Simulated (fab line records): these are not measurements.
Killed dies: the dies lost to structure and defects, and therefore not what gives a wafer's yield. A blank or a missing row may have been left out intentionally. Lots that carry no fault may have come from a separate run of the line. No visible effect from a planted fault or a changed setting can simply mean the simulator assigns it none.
Problem report, 8D (eight disciplines) form, completed by code | flow berkeley_cmos170 | the parts of the form that need people (team, actions taken, sign-off) are left out

## 1. PROBLEM STATEMENT
M1_AL_RS at UCB170_M1_RS_MEAS_01 reads a mean of 0.0388 ohm/sq on 1 wafer of 1 lot; wafers without a fault read 0.0484 ohm/sq with a standard deviation of 0.00056. Relative to the usual mean, that is a shift of -17 standard deviations.
The step: measures by four-point-probe.
First observed at day 12 02:08: wafer L112.5, on film_metro-01. Wafers with a number at this step in the record: 39, from 13 lots. Rule for "out", or "out of limits": more than 4 standard deviations from the usual mean. Any other wafer with a number is counted as sound.

## 2. WHAT IT IS; WHAT IT IS NOT
question                    | is                | is not
which readings at this step | M1_AL_RS          | -
which lots                  | L112              | L100, L101, L102, L105, L106, L108, L116, L117, L118, L119, L997, L999
which wafers of those lots  | L112.5            | L112.2, L112.4
read on which gauges        | film_metro-01     | film_metro-02, film_metro-04
when                        | from day 12 02:08 | up to then (29 sound wafers); but 9 sound wafers of L117, L118, L119 came after

## 3. WHAT RULES OUT EACH SUSPECT
Counting: any tool at a process step up to the reading remains a suspect provided it ran every lot that is out. Sound lots after the first of them don't rule it out here, since some wafers of a struck lot are sound.
- the gauge at UCB170_M1_RS_MEAS_01: ruled out. All the wafers that are out were read on film_metro-01, but those of them that UCB170_M1_METAL_ETCH_12 has rows for are out there too, on other tools.
- pvd_sputter-02 at UCB170_M1_SPUTTER_00 (material Al, target thk 600 nm, time 80 s): kept. The lot that is out, L112, ran on it at day 12 02:03; the last sound lot it ran before that was L108, at day 10 21:11.
The count leaves pvd_sputter-02 at UCB170_M1_SPUTTER_00.

## 4. THE CAUSE (what the simulator had put in)
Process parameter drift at UCB170_M1_SPUTTER_00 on pvd_sputter-02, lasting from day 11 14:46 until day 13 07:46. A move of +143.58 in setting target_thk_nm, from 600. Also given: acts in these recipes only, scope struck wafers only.
Counting left only this tool.

## 5. THE EFFECT CHAIN, in route order
Each row: a reading where the mean over the struck wafers with a number is more than 3 standard deviations away from the usual. Only readings whose record carries a usual standard deviation are examined. hours: median over the lots of the time between each lot's start at the first step of this table that gives one and its start at this step. sigmas: the change, counted in usual standard deviations.
hours | step                    | reading        | usual         | on struck wafers | change  | sigmas
0     | UCB170_M1_RS_MEAS_01    | M1_AL_RS       | 0.0484 ohm/sq | 0.0388           | -0.0096 | -17
0     | UCB170_M1_THK_MEAS_02   | M1_AL_THK      | 597 nm        | 741              | +144    | +20
1     | UCB170_M1_METAL_ETCH_12 | oes_product_au | 0.853 a.u.    | 0.978            | +0.125  | +9.6
It contains these process steps:
- UCB170_M1_METAL_ETCH_12: etches Al in Cl2/BCl3, stops on PSG, target depth 780 nm, time 130 s.

## 6. WHAT WOULD HAVE CAUGHT IT SOONER
In this record the first reading out of limits at a measuring or inspecting step was taken at day 12 02:08, 11 hours after the fault began at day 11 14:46.
Of the tool readings at UCB170_M1_SPUTTER_00 for which the record gives a usual standard deviation, none was out on any struck wafer, so an alarm limit of 4 standard deviations on them would not have fired.
Lots out: 1; all had begun UCB170_M1_SPUTTER_00 on pvd_sputter-02 by day 12 02:08. A hold on the tool at that time would have spared none of them.
